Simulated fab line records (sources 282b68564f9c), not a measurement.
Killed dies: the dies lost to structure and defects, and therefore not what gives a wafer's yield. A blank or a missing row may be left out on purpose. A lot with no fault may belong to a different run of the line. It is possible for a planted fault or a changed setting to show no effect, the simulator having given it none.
Which tool was responsible? || flow rit_cmos || 14 lots, 42 wafers sampled, at 2 steps of a route of 202

WHAT THE GAUGES SHOWED, per wafer
RIT_ACTIVE_THK_MEAS_02.
{"lot": "L482", "measured": "day 1 17:04", "on": "film_metro-03", "ACTIVE_OXIDE_THK (nm)": "45.4 47.0 46.8"}
{"lot": "L485", "measured": "day 2 08:04", "on": "film_metro-03", "ACTIVE_OXIDE_THK (nm)": "47.0 45.8 47.1"}
{"lot": "L486", "measured": "day 2 13:04", "on": "film_metro-02", "ACTIVE_OXIDE_THK (nm)": "45.4 45.8 46.2"}
{"lot": "L487", "measured": "day 2 18:03", "on": "film_metro-02", "ACTIVE_OXIDE_THK (nm)": "46.9 46.8 46.5"}
{"lot": "L488", "measured": "day 2 23:04", "on": "film_metro-02", "ACTIVE_OXIDE_THK (nm)": "46.4 46.4 45.7"}
{"lot": "L489", "measured": "day 3 04:04", "on": "film_metro-03", "ACTIVE_OXIDE_THK (nm)": "46.7 46.6 46.4"}
{"lot": "L491", "measured": "day 3 14:04", "on": "film_metro-03", "ACTIVE_OXIDE_THK (nm)": "46.6 46.0 46.1"}
{"lot": "L492", "measured": "day 3 19:03", "on": "film_metro-02", "ACTIVE_OXIDE_THK (nm)": "47.4 47.4 46.7"}
{"lot": "L493", "measured": "day 4 00:04", "on": "film_metro-02", "ACTIVE_OXIDE_THK (nm)": "47.0 47.2 48.3"}
{"lot": "L494", "measured": "day 4 05:04", "on": "film_metro-03", "ACTIVE_OXIDE_THK (nm)": "47.3 46.8 47.1"}
{"lot": "L498", "measured": "day 5 01:03", "on": "film_metro-02", "ACTIVE_OXIDE_THK (nm)": "60.1 59.0 59.8"}
{"lot": "L500", "measured": "day 5 11:07", "on": "film_metro-01", "ACTIVE_OXIDE_THK (nm)": "58.7 59.2 59.3"}
{"lot": "L502", "measured": "day 5 21:04", "on": "film_metro-03", "ACTIVE_OXIDE_THK (nm)": "46.8 47.1 47.5"}
{"lot": "L503", "measured": "day 6 02:03", "on": "film_metro-03", "ACTIVE_OXIDE_THK (nm)": "46.6 47.5 45.9"}

EACH LOT AND THE TOOL THAT RAN IT (in order: tool; ch and the chambers of the sampled wafers; start)
{"lot": "L482", "RIT_ACTIVE_OXIDATION_01": "furnace-03 ch 0, day 1 15:07"}
{"lot": "L485", "RIT_ACTIVE_OXIDATION_01": "furnace-02 ch 0, day 2 06:07"}
{"lot": "L486", "RIT_ACTIVE_OXIDATION_01": "furnace-04 ch 0, day 2 11:07"}
{"lot": "L487", "RIT_ACTIVE_OXIDATION_01": "furnace-04 ch 0, day 2 16:07"}
{"lot": "L488", "RIT_ACTIVE_OXIDATION_01": "furnace-04 ch 0, day 2 21:07"}
{"lot": "L489", "RIT_ACTIVE_OXIDATION_01": "furnace-03 ch 0, day 3 02:07"}
{"lot": "L491", "RIT_ACTIVE_OXIDATION_01": "furnace-04 ch 0, day 3 12:07"}
{"lot": "L492", "RIT_ACTIVE_OXIDATION_01": "furnace-03 ch 0, day 3 17:07"}
{"lot": "L493", "RIT_ACTIVE_OXIDATION_01": "furnace-04 ch 0, day 3 22:07"}
{"lot": "L494", "RIT_ACTIVE_OXIDATION_01": "furnace-04 ch 0, day 4 03:07"}
{"lot": "L498", "RIT_ACTIVE_OXIDATION_01": "furnace-03 ch 0, day 4 23:07"}
{"lot": "L500", "RIT_ACTIVE_OXIDATION_01": "furnace-03 ch 0, day 5 09:11"}
{"lot": "L502", "RIT_ACTIVE_OXIDATION_01": "furnace-04 ch 0, day 5 19:07"}
{"lot": "L503", "RIT_ACTIVE_OXIDATION_01": "furnace-04 ch 0, day 6 00:07"}
- RIT_ACTIVE_OXIDATION_01: target thk 46.8 nm, ox time 3360 s.

AS READ BY THE TOOLS THEMSELVES (means over the sampled wafers that have a number; for cases with no such wafer, the mark the record gives instead)
RIT_ACTIVE_OXIDATION_01.
{"lot": "L482", "tool": "furnace-03", "spike_tc_centre_C (C)": 1003.6, "spike_tc_load_C (C)": 1027.3, "spike_tc_source_C (C)": 1028, "tube_center_temp_C (C)": 1000, "tube_center_temp_C_max": 1002.4, "zone_power_source_pct (%)": 30}
{"lot": "L485", "tool": "furnace-02", "spike_tc_centre_C (C)": 1001.1, "spike_tc_load_C (C)": 1024.2, "spike_tc_source_C (C)": 1032, "tube_center_temp_C (C)": 1000, "tube_center_temp_C_max": 1002.3, "zone_power_source_pct (%)": 32}
{"lot": "L486", "tool": "furnace-04", "spike_tc_centre_C (C)": 1002.3, "spike_tc_load_C (C)": 1028.8, "spike_tc_source_C (C)": 1023, "tube_center_temp_C (C)": 1000, "tube_center_temp_C_max": 1002.8, "zone_power_source_pct (%)": 37}
{"lot": "L487", "tool": "furnace-04", "spike_tc_centre_C (C)": 1001.5, "spike_tc_load_C (C)": 1028.5, "spike_tc_source_C (C)": 1022, "tube_center_temp_C (C)": 1000, "tube_center_temp_C_max": 1002.6, "zone_power_source_pct (%)": 37}
{"lot": "L488", "tool": "furnace-04", "spike_tc_centre_C (C)": 1002.0, "spike_tc_load_C (C)": 1026.9, "spike_tc_source_C (C)": 1021, "tube_center_temp_C (C)": 1000, "tube_center_temp_C_max": 1002.8, "zone_power_source_pct (%)": 38}
{"lot": "L489", "tool": "furnace-03", "spike_tc_centre_C (C)": 1004.1, "spike_tc_load_C (C)": 1025.8, "spike_tc_source_C (C)": 1029, "tube_center_temp_C (C)": 1000, "tube_center_temp_C_max": 1002.6, "zone_power_source_pct (%)": 30}
{"lot": "L491", "tool": "furnace-04", "spike_tc_centre_C (C)": 1002.3, "spike_tc_load_C (C)": 1028.3, "spike_tc_source_C (C)": 1021, "tube_center_temp_C (C)": 1000, "tube_center_temp_C_max": 1002.3, "zone_power_source_pct (%)": 37}
{"lot": "L492", "tool": "furnace-03", "spike_tc_centre_C (C)": 1003.5, "spike_tc_load_C (C)": 1027.2, "spike_tc_source_C (C)": 1029, "tube_center_temp_C (C)": 1000, "tube_center_temp_C_max": 1002.8, "zone_power_source_pct (%)": 30}
{"lot": "L493", "tool": "furnace-04", "spike_tc_centre_C (C)": 1001.8, "spike_tc_load_C (C)": 1027.3, "spike_tc_source_C (C)": 1021, "tube_center_temp_C (C)": 1000, "tube_center_temp_C_max": 1002.4, "zone_power_source_pct (%)": 37}
{"lot": "L494", "tool": "furnace-04", "spike_tc_centre_C (C)": 1000.6, "spike_tc_load_C (C)": 1026.8, "spike_tc_source_C (C)": 1022, "tube_center_temp_C (C)": 1000, "tube_center_temp_C_max": 1002.6, "zone_power_source_pct (%)": 37}
{"lot": "L498", "tool": "furnace-03", "spike_tc_centre_C (C)": 1026.4, "spike_tc_load_C (C)": 1051.6, "spike_tc_source_C (C)": 1051, "tube_center_temp_C (C)": 1023, "tube_center_temp_C_max": 1025.1, "zone_power_source_pct (%)": 32}
{"lot": "L500", "tool": "furnace-03", "spike_tc_centre_C (C)": 1025.4, "spike_tc_load_C (C)": 1048.9, "spike_tc_source_C (C)": 1051, "tube_center_temp_C (C)": 1023, "tube_center_temp_C_max": 1025.2, "zone_power_source_pct (%)": 32}
{"lot": "L502", "tool": "furnace-04", "spike_tc_centre_C (C)": 1001.5, "spike_tc_load_C (C)": 1027.6, "spike_tc_source_C (C)": 1021, "tube_center_temp_C (C)": 1000, "tube_center_temp_C_max": 1002.5, "zone_power_source_pct (%)": 37}
{"lot": "L503", "tool": "furnace-04", "spike_tc_centre_C (C)": 1002.0, "spike_tc_load_C (C)": 1027.5, "spike_tc_source_C (C)": 1022, "tube_center_temp_C (C)": 1000, "tube_center_temp_C_max": 1002.6, "zone_power_source_pct (%)": 37}

THE ANSWER, worked out from the rows above alone
Rule: the usual values come from the lots themselves. Put in order of their means at a reading, lots are off if they are a third of the lots or fewer, leave a main group of 4 or more, and stand apart from it by a gap of 3 or more times the standard deviation of the main group's means; of several such gaps the widest counts. If all means in a main group match to the digits the tables above print for the reading, that group is not used. A lot without any number at a reading at which 4 lots or more have one is off too. Any other lot the step has rows for is counted as sound. After the gauges, taken in route order, come the tools' own readings; for these a lot's mean is taken, as printed above. At the first step where some lot is off, the reading lying furthest off is the one used; lots without a number count as furthest.
Off: at RIT_ACTIVE_THK_MEAS_02 (ACTIVE_OXIDE_THK), L498, L500. The main group: mean 46.7 nm, standard deviation 0.47.
A tool fits if, at a process step before that reading, it ran every lot that is off, and no sound lot after the first of them. Not tried: the gauges at RIT_ACTIVE_THK_MEAS_02; whatever is off there is also off at RIT_ACTIVE_OXIDATION_01, on other tools, and gauge error can't account for it. One fits: furnace-03 at RIT_ACTIVE_OXIDATION_01. A fault onset in the window from L492 (day 3 17:07, its last sound lot) to L498 (day 4 23:07, its first lot off) fits.
The tool's own readings at RIT_ACTIVE_OXIDATION_01 bear it out: on the lots that are off they differ by more than 5 times the standard deviation of the sound lots' means. spike_tc_centre_C reads 1025.9 C there against 1002.2 C on the sound lots; spike_tc_load_C reads 1050.2 C there against 1027.2 C on the sound lots; spike_tc_source_C reads 1051 C there against 1024 C on the sound lots; tube_center_temp_C reads 1023 C there against 1000 C on the sound lots; tube_center_temp_C_max reads 1025.2 there against 1002.6 on the sound lots.

WHAT WAS PUT IN BY THE SIMULATOR
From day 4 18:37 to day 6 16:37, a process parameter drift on furnace-03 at RIT_ACTIVE_OXIDATION_01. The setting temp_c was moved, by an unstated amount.
Shown lots that were struck: L498, L500. The rule above found the same.
